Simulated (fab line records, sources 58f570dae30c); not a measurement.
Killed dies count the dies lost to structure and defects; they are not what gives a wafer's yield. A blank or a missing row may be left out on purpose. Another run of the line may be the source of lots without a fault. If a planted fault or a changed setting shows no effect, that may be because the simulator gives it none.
The same fault as seen by 2 desks | flow berkeleyCmos170 | what lay behind the numbers comes last; until then each desk has only its own

FOR THE TOOL OWNER'S DESK: rieMetal-02
The tool's own readings at UCB170_M3_METAL_ETCH_18 (etches Al in Cl2/BCl3, stops on SiO2, target depth 1170 nm, time 195 s): means of the sampled wafers that have a number, for each lot that ran on this tool. The brackets show how far a lot's mean lies from the usual mean; more than 4 standard deviations puts the lot out of limits, marked OUT.
Columns: A = bcl3FlowSccm at UCB170_M3_METAL_ETCH_18, usual 45.00 sccm; B = drypumpMotorCurrentA at UCB170_M3_METAL_ETCH_18, usual 6.0 A; C = oesProductAu at UCB170_M3_METAL_ETCH_18, usual 0.855 a.u.; D = throttleValvePct at UCB170_M3_METAL_ETCH_18, usual 24.27 %
lot  | first seen here | A     | B   | C     | D
L742 | day 9 12:42     | 44.85 | 5.8 | 0.858 | 24.33
L744 | day 9 23:52     | 45.15 | 5.7 | 0.853 | 24.34
L747 | day 10 22:01    | 45.01 | 5.8 | 0.850 | 24.34
L751 | day 11 07:01    | 45.02 | 5.7 | 0.832 | 24.33
This desk's verdict: no lot among the 4 shows anything out of limits.

AT THE METROLOGY DESK
What the gauges read, lot by lot, whatever tool the lot ran on: means of the sampled wafers that have a number. The brackets show how far a lot's mean lies from the usual mean; more than 4 standard deviations puts the lot out of limits, marked OUT.
Columns: A = cdNm at UCB170_V1_CD_MEAS_90, usual 700.1 nm
lot  | first seen here | A
L742 | day 9 02:35     | 701.2
L743 | day 9 10:07     | 699.1
L744 | day 9 11:20     | 701.6
L747 | day 10 11:53    | 699.4
L751 | day 10 21:02    | 700.7
L753 | day 11 07:51    | 699.5
L755 | day 11 10:38    | 702.2
L758 | day 11 12:17    | 700.3
L759 | day 11 20:35    | 698.9
L756 | day 11 20:50    | 699.6
L760 | day 12 01:41    | 701.0
L761 | day 13 02:44    | 700.8
L762 | day 13 02:59    | 698.3
L764 | day 13 03:29    | 700.9
This desk's verdict: no lot among the 14 shows anything out of limits.

PUT TOGETHER
The tool owner's desk saw nothing out of limits.
From the metrology desk's view, nothing was out of limits.

WHAT HAD BEEN PUT IN BY THE SIMULATOR
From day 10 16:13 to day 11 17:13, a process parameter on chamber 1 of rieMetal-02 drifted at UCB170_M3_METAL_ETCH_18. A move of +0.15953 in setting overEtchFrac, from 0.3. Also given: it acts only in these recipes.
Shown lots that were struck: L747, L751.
